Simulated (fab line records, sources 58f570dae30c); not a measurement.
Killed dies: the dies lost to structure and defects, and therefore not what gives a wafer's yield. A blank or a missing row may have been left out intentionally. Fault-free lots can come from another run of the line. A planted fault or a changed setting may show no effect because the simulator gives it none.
fab line records -- flow berkeleyCmos170
record lots=6, wafers=18, lastDay=13
route steps=331 shown CONTACT@221
lots that met no fault: from a run of the same line without faults
startH: hours from the record's opening day to when the first of the lot's shown wafers began -- waitH: how many hours have passed since the lot's step before this one -- " unchanged from the row above -- L1.1+2: a row that stands for several wafers -- - either no value or no given start -- * or withheld: withheld -- < > ~ a bound
route shown NAME@n: names a module that has steps shown in the file, with the first one's number in the route -- usual: mean/standard deviation of fault-free wafers -- same: alike in all rows -- chamber/n: place in a boat -- sites: readings site by site -- _std_site: standard deviation across them -- _edge_site: the outer-site mean with the inner-site mean subtracted -- radiusMm: for every site, how far away it sits from the centre of the wafer -- mask NAME#n: copy n -- behind: the last tool/chamber to shape the wafer -- hold: why the lot went on hold/how many hours it stayed there/how the hold came to an end -- device: whichever transistor did not switch (one of n, p or np) -- end of line: the tests these same wafers got at the end of their route -- for a step that has no rows: nothing shown but its recipe -- killed: not the wafer's yield, but the dies lost to structure and defects at the first sort -- map: dies across one wafer; x = killed, . = not, _ = none there
set.NAME: the setting that was run; set.NAME@STEP: the one run at that earlier step -- model.NAME: the simulator's own value behind a step, which no gauge read
lots seen at some steps along the route; tables by step, rows by wafer
services: when a tool's chamber went out of use (startH, in hours from the record's first day, below 0 if earlier), for how many hours, and the reason
## steps
# step UCB170_CONTACT_SOFTBAKE_05
# recipe resist=KrF, tempC=130, timeS=60
# step UCB170_CONTACT_STRIP_06
# recipe chemistry=O2, powerW=400, pressureMtorr=3500, platenTempC=withheld, o2FlowSccm=400, overashFraction=0.5
# usual drypumpMotorCurrentA=5.6/0.32, oesProductAu=0.735/0.0049, stripTimeToEndpointS=22.00/0.06
lot.wafer,tool,chamber,startH,waitH,drypumpMotorCurrentA,oesProductAu,rfHoursCounterH,stripTimeToEndpointS
L737.2,plasmaAsher-04,0,183.52,0.1,5.1,0.733,41,21.98
L737.5,plasmaAsher-04,1,183.52,0.1,5.4,0.732,-,21.98
L737.6,plasmaAsher-04,0,183.52,0.1,5.1,0.746,-,21.95
L746.2,plasmaAsher-03,0,227.36,0.1,5.9,0.741,51,21.96
L746.5,plasmaAsher-03,0,227.36,0.1,5.9,0.734,-,21.98
L746.6,plasmaAsher-03,1,227.36,0.1,5.4,0.738,-,21.93
L743.1,plasmaAsher-04,1,229.17,0.1,5.4,0.735,46,21.99
L743.3,plasmaAsher-04,1,229.17,0.1,5.4,0.726,-,22.00
L743.4,plasmaAsher-04,0,229.17,0.1,5.1,0.732,-,21.98
L752.3,plasmaAsher-03,1,274.56,0.1,5.4,0.730,-,21.98
L752.5,plasmaAsher-03,0,274.56,0.1,6.0,0.732,-,21.91
L752.6,plasmaAsher-03,1,274.56,0.1,5.4,0.735,-,21.95
L750.1,plasmaAsher-04,1,274.65,0.1,5.4,0.735,49,22.04
L750.5,plasmaAsher-04,1,274.65,0.1,5.4,0.741,-,21.99
L750.6,plasmaAsher-04,0,274.65,0.1,5.1,0.737,-,22.09
L757.1,plasmaAsher-04,1,298.97,0.1,5.4,0.740,52,21.89
L757.2,plasmaAsher-04,0,298.97,0.1,5.1,0.737,52,21.85
L757.6,plasmaAsher-04,1,298.97,0.1,5.4,0.731,-,21.93
# step UCB170_CONTACT_CLEAN_07
# recipe chemistry=SPM, tempC=120, timeS=600
# step UCB170_CONTACT_RTA_08
# recipe tempC=900, timeS=10, ambient=N2
# usual lampPowerPct=21.3/1.2, wafer_temp_C_max=904.4/1.6
lot.wafer,tool,chamber,startH,waitH,lampPowerPct,wafer_temp_C_max
L737.2,rtpAnneal-01,0,183.89,0.0,20.3,902.8
L737.5,rtpAnneal-01,0,183.89,0.0,20.3,903.1
L737.6,rtpAnneal-01,0,183.89,0.0,20.3,902.8
L746.2,rtpAnneal-02,0,227.65,0.0,22.9,905.9
L746.5,rtpAnneal-02,0,227.65,0.0,22.9,905.9
L746.6,rtpAnneal-02,0,227.65,0.0,22.9,904.8
L743.1,rtpAnneal-01,0,229.45,0.0,20.3,903.3
L743.3,rtpAnneal-01,0,229.45,0.0,20.3,904.2
L743.4,rtpAnneal-01,0,229.45,0.0,20.3,904.3
L752.3,rtpAnneal-01,0,274.85,0.0,20.3,902.8
L752.5,rtpAnneal-01,0,274.85,0.0,20.3,903.5
L752.6,rtpAnneal-01,0,274.85,0.0,20.4,902.7
L750.1,rtpAnneal-01,0,274.94,0.0,20.3,903.0
L750.5,rtpAnneal-01,0,274.94,0.0,20.3,904.1
L750.6,rtpAnneal-01,0,274.94,0.0,20.3,903.7
L757.1,rtpAnneal-01,0,299.26,0.0,20.3,904.2
L757.2,rtpAnneal-01,0,299.26,0.0,20.3,902.8
L757.6,rtpAnneal-01,0,299.26,0.0,20.3,903.7
# step UCB170_CONTACT_COAT_09
# recipe resist=BARC, tempC=withheld, timeS=withheld, spinRpm=3000, resistThkNm=withheld
# step UCB170_CONTACT_COAT_10
# recipe resist=KrF, spinRpm=1500, resistThkNm=900
# step UCB170_CONTACT_SOFTBAKE_11
# recipe resist=KrF, tempC=130, timeS=60
# step UCB170_CONTACT_EXPOSE_12
# recipe maskId=CONT, targetCdNm=700, na=0.5, sigmaOuter=0.6, sourceShape=conventional, doseMj=35
# step UCB170_CONTACT_PEB_13
# recipe pebTempC=130, pebTimeS=withheld, resist=KrF
# step UCB170_CONTACT_DEVELOP_14
# recipe developer=TMAH, developTimeS=45, resist=KrF, devTempC=21
# step UCB170_CONTACT_CD_MEAS_15
# recipe targetCdNm=700
# usual cdNm=700.0/1.3
lot.wafer,tool,chamber,startH,waitH,cdNm
L737.2,cdSem-01,-,185.49,-,701.5
L737.5,cdSem-01,-,185.49,-,701.8
L737.6,cdSem-01,-,185.49,-,700.8
L746.2,cdSem-02,-,228.74,-,699.5
L746.5,cdSem-02,-,228.74,-,700.4
L746.6,cdSem-02,-,228.74,-,699.6
L743.1,cdSem-02,-,230.81,-,698.2
L743.3,cdSem-02,-,230.81,-,701.1
L743.4,cdSem-02,-,230.81,-,699.6
L752.3,cdSem-01,-,275.93,-,700.4
L752.5,cdSem-01,-,275.93,-,701.1
L752.6,cdSem-01,-,275.93,-,700.5
L750.1,cdSem-01,-,276.17,-,699.4
L750.5,cdSem-01,-,276.17,-,699.5
L750.6,cdSem-01,-,276.17,-,700.4
L757.1,cdSem-02,-,300.36,-,705.0
L757.2,cdSem-02,-,300.36,-,703.7
L757.6,cdSem-02,-,300.36,-,703.4
# step UCB170_CONTACT_OVL_MEAS_16
# usual CONTACT_OVL=1/5.1
lot.wafer,tool,chamber,startH,waitH,CONTACT_OVL[nm]
L737.2,overlay-02,-,185.60,0.1,6
L737.5,overlay-02,-,185.60,0.1,9
L737.6,overlay-02,-,185.60,0.1,9
L746.2,overlay-01,-,228.85,0.1,-6
L746.5,overlay-01,-,228.85,0.1,-6
L746.6,overlay-01,-,228.85,0.1,-9
L743.1,overlay-02,-,230.93,0.1,-1
L743.3,overlay-02,-,230.93,0.1,-8
L743.4,overlay-02,-,230.93,0.1,-3
L752.3,overlay-02,-,276.02,0.1,1
L752.5,overlay-02,-,276.02,0.1,-2
L752.6,overlay-02,-,276.02,0.1,3
L750.1,overlay-02,-,276.29,0.1,-1
L750.5,overlay-02,-,276.29,0.1,-2
L750.6,overlay-02,-,276.29,0.1,-1
L757.1,overlay-02,-,300.48,0.1,9
L757.2,overlay-02,-,300.48,0.1,-1
L757.6,overlay-02,-,300.48,0.1,-1
# step UCB170_CONTACT_ETCH_17
# recipe chemistry=N2/H2, targetDepthA=withheld, overetchA=withheld, target=BARC, timeS=withheld, sourceW=500, biasW=100, pressureMtorr=30, n2FlowSccm=100, h2FlowSccm=200
# usual drypumpMotorCurrentA=5.9/0.61, oesProductAu=1.006/0.021, throttleValvePct=13.36/0.2
lot.wafer,tool,chamber,startH,waitH,drypumpMotorCurrentA,oesProductAu,throttleValvePct,model.CONTACT.cdNm
L737.2,rieDiel-02,3,185.63,0.0,6.5,0.973,13.14,701.5
L737.5,rieDiel-02,0,185.63,0.0,5.9,1.031,13.42,702.8
L737.6,rieDiel-02,1,185.63,0.0,6.6,0.978,13.33,701.4
L746.2,rieDiel-03,1,228.88,0.0,5.3,1.295,13.50,703
L746.5,rieDiel-03,1,228.88,0.0,5.3,1.284,13.51,704
L746.6,rieDiel-03,0,228.88,0.0,6.2,1.290,13.04,704.3
L743.1,rieDiel-03,0,230.97,0.0,6.3,1.271,13.06,703
L743.3,rieDiel-03,1,230.97,0.0,5.2,1.264,13.52,704.4
L743.4,rieDiel-03,2,230.97,0.0,5.0,1.290,13.06,703.7
L752.3,rieDiel-01,1,276.05,0.0,4.9,0.985,13.47,699.2
L752.5,rieDiel-01,2,276.05,0.0,5.8,1.026,13.59,701.9
L752.6,rieDiel-01,3,276.05,0.0,6.1,1.040,13.52,-
L750.1,rieDiel-02,3,276.33,0.0,6.5,1.005,13.11,699.1
L750.5,rieDiel-02,3,276.33,0.0,6.5,1.008,13.14,699.8
L750.6,rieDiel-02,0,276.33,0.0,5.9,1.038,13.44,701.1
L757.1,rieDiel-03,0,300.52,0.0,6.3,1.000,13.04,705.2
L757.2,rieDiel-03,3,300.52,0.0,6.4,1.022,13.22,703.8
L757.6,rieDiel-03,0,300.52,0.0,6.3,0.999,13.02,704.2
# step UCB170_CONTACT_ETCH_18
# recipe chemistry=CHF3/CF4/Ar, target=PSG, stopOn=TiSi2, CHF3_flow_sccm=45, cf4FlowSccm=15, Ar_flow_sccm=150, pressureMtorr=200, rfW=700, targetDepthA=8400, overEtchFrac=0.2, timeS=195
# usual drypumpMotorCurrentA=5.9/0.61, oesProductAu=0.899/0.012, throttleValvePct=6.98/0.13
lot.wafer,tool,chamber,startH,waitH,drypumpMotorCurrentA,oesProductAu,rfHoursCounterH,throttleValvePct,model.CONTACT.cdNm
L737.2,rieDiel-02,3,-,-,6.5,0.893,141,6.78,701
L737.5,rieDiel-02,0,-,-,5.9,0.912,-,6.98,704
L737.6,rieDiel-02,1,-,-,6.6,0.896,-,6.94,701.9
L746.2,rieDiel-03,1,-,-,5.3,0.883,7,7.13,703
L746.5,rieDiel-03,1,-,-,5.2,0.899,-,7.10,703.9
L746.6,rieDiel-03,0,-,-,6.2,0.879,-,6.83,704.3
L743.1,rieDiel-03,0,-,-,6.3,0.890,14,6.84,703.2
L743.3,rieDiel-03,1,-,-,5.2,0.903,8,7.12,704.8
L743.4,rieDiel-03,2,-,-,5.0,0.898,1,6.79,704
L752.3,rieDiel-01,1,-,-,4.8,0.900,40,7.03,698.8
L752.5,rieDiel-01,2,-,-,5.8,0.894,-,7.15,701.9
L752.6,rieDiel-01,3,-,-,6.1,0.909,-,6.99,700.5
L750.1,rieDiel-02,3,-,-,6.5,0.899,2,6.78,698.3
L750.5,rieDiel-02,3,-,-,6.5,0.899,-,6.79,699.7
L750.6,rieDiel-02,0,-,-,5.9,0.909,-,6.97,702
L757.1,rieDiel-03,0,-,-,6.3,0.887,17,6.83,704.4
L757.2,rieDiel-03,3,-,-,6.4,0.910,42,6.84,703.3
L757.6,rieDiel-03,0,-,-,6.3,0.897,-,6.83,703.7
# step UCB170_CONTACT_STRIP_19
# recipe chemistry=O2, powerW=400, pressureMtorr=3500, platenTempC=withheld, o2FlowSccm=400, overashFraction=0.5
# usual drypumpMotorCurrentA=5.5/0.32, oesProductAu=0.725/0.0046
lot.wafer,tool,chamber,startH,waitH,drypumpMotorCurrentA,oesProductAu,rfHoursCounterH
L737.2,plasmaAsher-03,1,185.80,-,5.4,0.727,46
L737.5,plasmaAsher-03,1,185.80,-,5.4,0.720,-
L737.6,plasmaAsher-03,0,185.80,-,6.0,0.716,-
L746.2,plasmaAsher-03,1,229.05,-,5.4,0.728,51
L746.5,plasmaAsher-03,0,229.05,-,5.9,0.716,-
L746.6,plasmaAsher-03,1,229.05,-,5.4,0.728,-
L743.1,plasmaAsher-03,0,231.13,-,6.0,0.731,51
L743.3,plasmaAsher-03,1,231.13,-,5.4,0.720,-
L743.4,plasmaAsher-03,0,231.13,-,5.9,0.719,-
L752.3,plasmaAsher-03,1,276.25,-,5.4,0.724,-
L752.5,plasmaAsher-03,1,276.25,-,5.4,0.709,-
L752.6,plasmaAsher-03,0,276.25,-,5.9,0.730,-
L750.1,plasmaAsher-02,1,276.50,-,5.7,0.715,17
L750.5,plasmaAsher-02,1,276.50,-,5.7,0.719,-
L750.6,plasmaAsher-02,0,276.50,-,6.1,0.725,-
L757.1,plasmaAsher-04,0,300.68,-,5.1,0.716,52
L757.2,plasmaAsher-04,1,300.68,-,5.4,0.728,52
L757.6,plasmaAsher-04,0,300.68,-,5.1,0.722,-
## services
tool,chamber,startH,hours,kind
rtpAnneal-02,-,174.62,38.8,pm
plasmaAsher-04,-,195.78,6.0,repair
rieDiel-03,2,202.08,-,clean
rieDiel-03,2,202.08,14.5,scheduledDown
rieDiel-03,2,202.08,14.5,ventCycle
rieDiel-03,3,219.37,5.3,repair
rieDiel-02,3,221.57,-,clean
rieDiel-02,3,221.57,17.4,scheduledDown
rieDiel-02,3,221.57,17.4,ventCycle
plasmaAsher-04,-,231.39,4.7,repair
rieDiel-02,2,244.02,8.7,repair
rieDiel-02,1,244.05,3.3,repair
plasmaAsher-02,-,252.43,1.0,repair
plasmaAsher-04,-,254.25,15.7,repair
rieDiel-02,2,255.81,-,clean
rieDiel-02,2,255.81,26.2,scheduledDown
rieDiel-02,2,255.81,26.2,ventCycle
rieDiel-03,2,258.21,23.7,repair
rieDiel-01,0,278.19,6.3,repair
rieDiel-01,1,285.34,3.0,repair
rieDiel-02,2,293.49,7.6,repair
## key
firstSign step=UCB170_CONTACT_ETCH_17, reading=oesProductAu, direction=up, sigmas=13, usual=1.006, struck=1.282
effect none on later readings
modelEffect step=UCB170_CONTACT_ETCH_17, value=CONTACT.cdNm, without=699.6, struck=703.7
modelEffect step=UCB170_CONTACT_ETCH_18, value=CONTACT.cdNm, without=699.8, struck=703.9
metAt UCB170_CONTACT_ETCH_17
struckWafers L743.1,L743.3,L743.4,L746.2,L746.5,L746.6
sortLeftOut L743.1,L743.3,L743.4
testerLeftOut L743,L746
fault kind=processParameterDrift, tool=rieDiel-03, chamber=-, onsetH=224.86, steps=UCB170_CONTACT_ETCH_17, channel=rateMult, offset=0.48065, shape=step, endH=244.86
# testerLeftOut: of these lots the tester's yield and bins aren't shown, on N5 and GAA mostly nor the transistor test; their killed dies are dies lost to structure and defects alone, not to doping, threshold or leakage, so they don't give the yield
# sortLeftOut: the simulated sort isn't trusted on such a fault, so these wafers' sort isn't shown, and their yield isn't known
